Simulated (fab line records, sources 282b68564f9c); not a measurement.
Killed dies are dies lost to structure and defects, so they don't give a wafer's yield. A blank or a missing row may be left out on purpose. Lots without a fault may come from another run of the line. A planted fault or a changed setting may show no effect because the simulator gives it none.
Split-lot experiment | flow rit_cmos | 5 lots, 23 wafers read, on a route of 202 steps

THE SPLIT
At RIT_ACTIVE_COAT_06 (resist thk 1000 nm), the setting resist_thk_nm was moved away from the recipe's 1000 nm on 6 of the 23 wafers read, by -3.9% to +2.4%. The other wafers ran this setting at the recipe's value.

FROM THE SPLIT TO THE READING: what the file shows between them, 3 steps
- RIT_ACTIVE_SOFTBAKE_07: time 60 s
- RIT_ACTIVE_EXPOSE_08: exposes mask M1, target cd 1400 nm
- RIT_ACTIVE_DEVELOP_10: develop time 50 s

THE READING
NOVOLAK_of_ACTIVE_COAT_06.thk_nm (the simulator's own value, which no gauge read), in nm, at RIT_ACTIVE_HARDBAKE_12 (time 60 s). The file gives no usual value for it. The 17 wafers here that ran the recipe average 882.2 nm, standard deviation 2.8 nm.

wafer  | tool, chamber at the split | resist_thk_nm as run, nm | against the recipe | NOVOLAK_of_ACTIVE_COAT_06.thk_nm, nm | against lot-mates on the recipe
L078.1 | litho_track-02, 0          | 1000                     | recipe             | 882.1                                | -
L078.2 | litho_track-02, 0          | 1000                     | recipe             | 881.3                                | -
L078.5 | litho_track-02, 0          | 1000                     | recipe             | 883.6                                | -
L079.1 | litho_track-04, 0          | 1024                     | +2.4%              | 908.1                                | +20.9
L079.2 | litho_track-04, 0          | 1000                     | recipe             | 886.7                                | -
L079.3 | litho_track-04, 0          | 1000                     | recipe             | 887.6                                | -
L079.4 | litho_track-04, 0          | 1024                     | +2.4%              | 906.6                                | +19.4
L079.5 | litho_track-04, 0          | 1024                     | +2.4%              | 908.5                                | +21.3
L081.1 | litho_track-02, 0          | 961.2                    | -3.9%              | 845.5                                | -34.3
L081.2 | litho_track-02, 0          | 961.2                    | -3.9%              | 843.3                                | -36.5
L081.3 | litho_track-02, 0          | 1000                     | recipe             | 878.9                                | -
L081.5 | litho_track-02, 0          | 1000                     | recipe             | 880.8                                | -
L081.6 | litho_track-02, 0          | 961.2                    | -3.9%              | 846.6                                | -33.2
L082.1 | litho_track-03, 0          | 1000                     | recipe             | 882.4                                | -
L082.3 | litho_track-03, 0          | 1000                     | recipe             | 884                                  | -
L082.5 | litho_track-03, 0          | 1000                     | recipe             | 884                                  | -
L082.4 | litho_track-03, 0          | 1000                     | recipe             | 884.2                                | -
L082.6 | litho_track-03, 0          | 1000                     | recipe             | 885                                  | -
L085.1 | litho_track-03, 0          | 1000                     | recipe             | 879.2                                | -
L085.2 | litho_track-03, 0          | 1000                     | recipe             | 879.3                                | -
L085.3 | litho_track-03, 0          | 1000                     | recipe             | 878.6                                | -
L085.4 | litho_track-03, 0          | 1000                     | recipe             | 878.3                                | -
L085.6 | litho_track-03, 0          | 1000                     | recipe             | 882.1                                | -

THE FIT
A straight line over all 23 wafers: NOVOLAK_of_ACTIVE_COAT_06.thk_nm changes by +9.88 nm for each +1% of resist_thk_nm; r = +0.99; the points scatter about the line by 2.6 nm.
The same after taking each lot's own level away (the mean of its wafers on the recipe; 23 wafers): +8.84 nm for each +1%; r = +1.00; scatter 1.1 nm.
On that fit, the largest move of resist_thk_nm shifts the reading by 34 nm.
The lots' own levels span 879.50 to 887.15 nm, that is 2.8 times the standard deviation above.
So the lot-to-lot level changes the slope: the two fits differ.
Check: with one of the wafers moved furthest among these (-3.9%) left out of the fit, the line predicts -34.4 nm for it against its lot-mates. It came out at -34.3 nm against them.

OTHER SPLITS ON THESE WAFERS
These wafers also went through other splits before the reading. Each is held against what the fit with the lots' levels taken away leaves over:
other split on the same wafers | wafers away from the commonest value | r with NOVOLAK_of_ACTIVE_COAT_06.thk_nm (lot level and that fit taken away)
RIT_ACTIVE_CVD_03 time_s       | 10                                   | +0.12

THE WHOLE CHAIN: every reading that the file lists as answering this split, in the file's order
step                   | what it does       | reading                                                                           | change (the file's fit)              | r (the file's)
RIT_ACTIVE_COAT_06     | resist thk 1000 nm | NOVOLAK_of_ACTIVE_COAT_06.thk_nm (the simulator's own value, which no gauge read) | +10.1 nm for each +1% of the setting | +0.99
RIT_ACTIVE_HARDBAKE_12 | time 60 s          | NOVOLAK_of_ACTIVE_COAT_06.thk_nm (the simulator's own value, which no gauge read) | +8.84 nm for each +1% of the setting | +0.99

THE FILE'S OWN FIT
NOVOLAK_of_ACTIVE_COAT_06.thk_nm changes by +8.84 nm for each +1% of resist_thk_nm, r = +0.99.
